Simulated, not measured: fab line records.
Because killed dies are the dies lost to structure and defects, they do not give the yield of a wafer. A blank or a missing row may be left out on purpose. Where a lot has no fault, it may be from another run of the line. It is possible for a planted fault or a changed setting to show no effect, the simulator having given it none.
Which tool did it?    flow berkeleyCmos170    Sampling: 14 lots, 42 wafers, 5 of 331 route steps

== WHAT THE GAUGES SHOWED, per wafer ==
UCB170_ACTIVE_CD_MEAS_13: the cd target is 1200 nm. Usual: cdNm at 1200.1 nm, with a standard deviation of 1.3.
lot   measured      on        cdNm (nm)             flag
L490  day 4 18:47   cdSem-02  1200.1 1199.5 1199.5  
L491  day 5 04:14   cdSem-01  1199.7 1200.5 1200.3  
L493  day 5 12:17   cdSem-01  1200.3 1198.1 1199.8  
L495  day 5 20:28   cdSem-02  1202.7 1201.8 1202.8  
L496  day 6 04:48   cdSem-01  1201.5 1203.0 1202.0  
L499  day 6 14:16   cdSem-02  1196.9 1198.8 1198.0  
L500  day 7 09:15   cdSem-01  1201.3 1201.0 1200.6  
L505  day 8 02:28   cdSem-01  1200.3 1199.2 1198.6  
L509  day 8 18:50   cdSem-01  1200.5 1200.4 1200.4  
L508  day 8 18:57   cdSem-02  1198.5 1199.9 1198.5  
L510  day 9 04:54   cdSem-01  1199.3 1199.7 1199.6  
L511  day 9 05:28   cdSem-01  1202.8 1203.9 1203.0  
L512  day 9 05:29   cdSem-02  1199.0 1199.9 1200.2  
L513  day 10 04:29  cdSem-02  1200.6 1201.5 1201.7  

UCB170_FIELD_THK_MEAS_90. Usual: FIELD_OXIDE_LEFT_1_THK 436 nm, standard deviation 12.
lot   measured      on            FIELD_OXIDE_LEFT_1_THK (nm)  flag
L490  day 5 16:21   filmMetro-03  441 445 450                  
L491  day 6 00:38   filmMetro-01  429 429 427                  
L493  day 6 07:08   filmMetro-04  408 415 420                  
L495  day 6 17:09   filmMetro-04  424 426 424                  
L496  day 7 05:00   filmMetro-04  442 445 456                  
L499  day 7 11:34   filmMetro-01  446 452 444                  
L500  day 8 07:28   filmMetro-04  443 440 443                  
L505  day 8 22:47   filmMetro-01  433 434 427                  
L509  day 9 11:15   filmMetro-03  430 432 426                  
L508  day 9 11:17   filmMetro-04  413 432 429                  
L510  day 10 06:05  filmMetro-03  426 427 415                  
L511  day 10 06:08  filmMetro-04  439 443 447                  
L512  day 10 06:06  filmMetro-04  436 444 435                  
L513  day 11 02:21  filmMetro-04  443 441 432                  

UCB170_PVT_TW_MEAS_09. Usual: PVT_TW 508, standard deviation 4.
lot   measured      on            PVT_TW                   flag
L490  day 6 11:47   filmMetro-03  508 510 506              
L491  day 6 17:50   filmMetro-04  516 516 516              
L493  day 7 10:33   filmMetro-04  514 510 510              
L495  day 7 17:45   filmMetro-04  514 513 512              
L496  day 8 05:13   filmMetro-04  511 511 511              
L499  day 8 11:19   filmMetro-01  504 501 501              
L500  day 9 04:55   filmMetro-03  505 504 503              
L505  day 9 15:10   filmMetro-04  509 507 510              
L509  day 10 12:37  filmMetro-04  485 485 486 486 484 485  OFF
L508  day 10 13:13  filmMetro-03  508 508 509              
L510  day 10 23:09  filmMetro-04  486 485 485 487 489 485  OFF
L511  day 10 23:36  filmMetro-03  510 509 510              
L512  day 10 23:19  filmMetro-01  500 505 504              
L513  day 11 20:40  filmMetro-03  505 507 509              

== TOOL THAT RAN EACH LOT (tool first, then ch and the chambers of the sampled wafers, then the start) ==
lot   UCB170_PVT_IMPLANT_07            UCB170_PVT_STRIP_08
L490  implanter-03 ch 0, day 6 11:32   plasmaAsher-01 ch 0,1, day 6 11:41
L491  implanter-03 ch 0, day 6 17:35   plasmaAsher-02 ch 0,1, day 6 17:44
L493  implanter-01 ch 0, day 7 10:18   plasmaAsher-01 ch 0,1, day 7 10:27
L495  implanter-01 ch 0, day 7 17:30   plasmaAsher-03 ch 0,1, day 7 17:39
L496  implanter-01 ch 0, day 8 04:58   plasmaAsher-03 ch 0,1, day 8 05:07
L499  implanter-03 ch 0, day 8 11:05   plasmaAsher-03 ch 0,1, day 8 11:13
L500  implanter-02 ch 0, day 9 04:40   plasmaAsher-01 ch 0,1, day 9 04:49
L505  implanter-02 ch 0, day 9 14:55   plasmaAsher-02 ch 0,1, day 9 15:03
L509  implanter-03 ch 0, day 10 12:22  plasmaAsher-03 ch 0,1, day 10 12:31
L508  implanter-01 ch 0, day 10 12:58  plasmaAsher-01 ch 0,1, day 10 13:07
L510  implanter-03 ch 0, day 10 22:54  plasmaAsher-01 ch 0,1, day 10 23:03
L511  implanter-01 ch 0, day 10 23:21  plasmaAsher-01 ch 0, day 10 23:30
L512  implanter-02 ch 0, day 10 23:06  plasmaAsher-03 ch 0,1, day 10 23:14
L513  implanter-01 ch 0, day 11 20:25  plasmaAsher-02 ch 0,1, day 11 20:34
- UCB170_PVT_IMPLANT_07
- UCB170_PVT_STRIP_08: strips in O2.

== AS READ BY THE TOOLS THEMSELVES (means over the sampled wafers that have a number; for cases with no such wafer, the mark the record gives instead) ==
UCB170_PVT_IMPLANT_07. Usual: beamEnergyKeV 29.999, standard deviation 0.0098; tiltDeg 7.001 degrees, standard deviation 0.021.
lot   tool          beamEnergyKeV  tiltDeg (degrees)  flag
L490  implanter-03  29.989         6.978              
L491  implanter-03  30.005         7.024              
L493  implanter-01  30.001         7.000              
L495  implanter-01  30.002         7.011              
L496  implanter-01  29.995         6.967              
L499  implanter-03  29.999         7.010              
L500  implanter-02  29.987         7.006              
L505  implanter-02  29.987         6.986              
L509  implanter-03  24.595         7.010              OFF
L508  implanter-01  30.004         6.990              
L510  implanter-03  24.605         7.008              OFF
L511  implanter-01  30.021         6.993              
L512  implanter-02  30.004         6.993              
L513  implanter-01  29.995         7.009              

UCB170_PVT_STRIP_08. Usual: drypumpMotorCurrentA 5.9 A, standard deviation 0.48; o2FlowSccm 400.3 sccm, standard deviation 1.1; oesProductAu 0.734 a.u., standard deviation 0.0049; stripTimeToEndpointS 21.62 s, standard deviation 0.055.
lot   tool            drypumpMotorCurrentA (A)  o2FlowSccm (sccm)  oesProductAu (a.u.)  stripTimeToEndpointS (s)  flag
L490  plasmaAsher-01  6.4                       401.9              0.734                21.52                     
L491  plasmaAsher-02  5.9                       399.6              0.740                21.58                     
L493  plasmaAsher-01  6.2                       400.8              0.736                21.64                     
L495  plasmaAsher-03  5.6                       400.3              0.739                21.55                     
L496  plasmaAsher-03  5.6                       400.4              0.735                21.71                     
L499  plasmaAsher-03  5.6                       400.2              0.739                21.67                     
L500  plasmaAsher-01  6.2                       399.8              0.733                21.64                     
L505  plasmaAsher-02  5.5                       400.9              0.734                21.69                     
L509  plasmaAsher-03  5.6                       399.6              0.737                21.59                     
L508  plasmaAsher-01  6.2                       400.4              0.735                21.62                     
L510  plasmaAsher-01  6.4                       399.1              0.739                21.63                     
L511  plasmaAsher-01  6.5                       400.8              0.733                21.63                     
L512  plasmaAsher-03  5.6                       400.8              0.736                21.58                     
L513  plasmaAsher-02  5.8                       400.2              0.733                21.67                     

== THE ANSWER, worked out from the rows above alone ==
Rule: lot off if the mean of its wafers having a number is beyond 3 standard deviations from the usual mean. A lot without any number at a reading at which 4 lots or more have one is off too. The other lots that the step has rows for count as sound. First the gauges in route order, then the tools' own readings, where a lot's mean is used as printed above. At the first step where some lot is off, the reading lying furthest off is the one used; lots without a number count as furthest.
Off: L509, L510, at UCB170_PVT_TW_MEAS_09 (PVT_TW).
If a tool, at a process step before that reading, ran all the lots that are off and no sound lot after the first of them, it fits. Not tried: the gauges at UCB170_PVT_TW_MEAS_09; whatever is off there is also off at UCB170_PVT_IMPLANT_07, on other tools, and gauge error can't account for it. One fits: UCB170_PVT_IMPLANT_07 on implanter-03. A fault onset in the window from L499 (day 8 11:05, its last sound lot) to L509 (day 10 12:22, its first lot off) fits.
On the lots that are off, the tool's own readings at UCB170_PVT_IMPLANT_07 differ by more than 5 times the standard deviation of the sound lots' means, which bears it out; beamEnergyKeV reads 24.600 there versus 29.999 on the sound lots.

== WHAT HAD BEEN PUT IN BY THE SIMULATOR ==
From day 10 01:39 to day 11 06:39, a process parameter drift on implanter-03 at UCB170_PVT_IMPLANT_07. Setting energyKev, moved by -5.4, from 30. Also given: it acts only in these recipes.
Lots struck among those shown: L509, L510. The rule above found the same.
